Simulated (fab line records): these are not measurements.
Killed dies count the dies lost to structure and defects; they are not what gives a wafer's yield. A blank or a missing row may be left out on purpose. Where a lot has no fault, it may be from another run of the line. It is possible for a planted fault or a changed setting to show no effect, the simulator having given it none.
8D (eight disciplines) problem report, filled in by code | flow ritCmos | the parts of the form that need people (team, actions taken, sign-off) are left out

== 1. THE PROBLEM ==
Mean of runLengthS at RIT_CONTACT_ETCH_11: 476.1 s across 6 wafers in 2 lots; on wafers with no fault it is 348.5 s (standard deviation 0.42). That is +99 or more standard deviations from the usual mean.
The step: etches SiO2 in CHF3/CF4/Ar, stops on TiSi2, target depth 480 nm, time 320 s.
The first sign was on wafer L324.2 at day 5 10:40, on rieDiel-04. Wafers with a number at this step in the record: 18, from 6 lots. Rule for "out", or "out of limits": more than 4 standard deviations from the usual mean. Any other wafer with a number is counted as sound.

== 2. WHAT IT IS; WHAT IT IS NOT ==
question                    | is                     | is not
which readings at this step | runLengthS             | drypumpMotorCurrentA, oesProductAu, throttleValvePct
which lots                  | L324, L325             | L320, L329, L335, L336
which wafers of those lots  | all that have a number | -
read on which tools         | rieDiel-04             | rieDiel-01
when                        | from day 5 10:40       | up to then (3 sound wafers); but 9 sound wafers of L329, L335, L336 came after

== 3. THE SUSPECTS, EACH WITH WHAT RULES IT OUT ==
Counting: a tool at a process step up to the reading stays a suspect if it ran every lot that is out and no sound lot after the first of them.
- rieDiel-04 at RIT_CONTACT_ETCH_11 (etches SiO2 in CHF3/CF4/Ar, stops on TiSi2, target depth 480 nm, time 320 s): kept. It processed each lot that is out, first L324 at day 5 10:40, and no sound lot thereafter; up to then, the last sound lot it processed was L320 at day 4 14:38. Out on those wafers are its own readings of runLengthS.
After counting, what remains is rieDiel-04 at RIT_CONTACT_ETCH_11.

== 4. THE CAUSE (what the simulator had put in) ==
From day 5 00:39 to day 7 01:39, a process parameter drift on rieDiel-04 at RIT_CONTACT_ETCH_11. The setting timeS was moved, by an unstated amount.
Only this tool survived the counting.

== 5. THE CHAIN OF EFFECTS, in route order ==
One row per reading whose mean, taken over the struck wafers that have a number, lies over 3 standard deviations from the usual. Only readings for which the record gives a usual standard deviation are gone through. hours: the time from each lot's start at the first step in this table that gives one to its start at this step, as a median over the lots. sigmas: the change in usual standard deviations.
hours | step                | reading    | usual   | on struck wafers | change | sigmas
0     | RIT_CONTACT_ETCH_11 | runLengthS | 348.5 s | 476.1            | +127.6 | +99 or more
Process steps it contains:
- RIT_CONTACT_ETCH_11: etches SiO2 in CHF3/CF4/Ar, stops on TiSi2, target depth 480 nm, time 320 s.

== 6. HOW IT WOULD HAVE BEEN CAUGHT EARLIER ==
First out-of-limits reading in this record: day 5 10:40, which is 10 hours after fault onset at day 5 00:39.
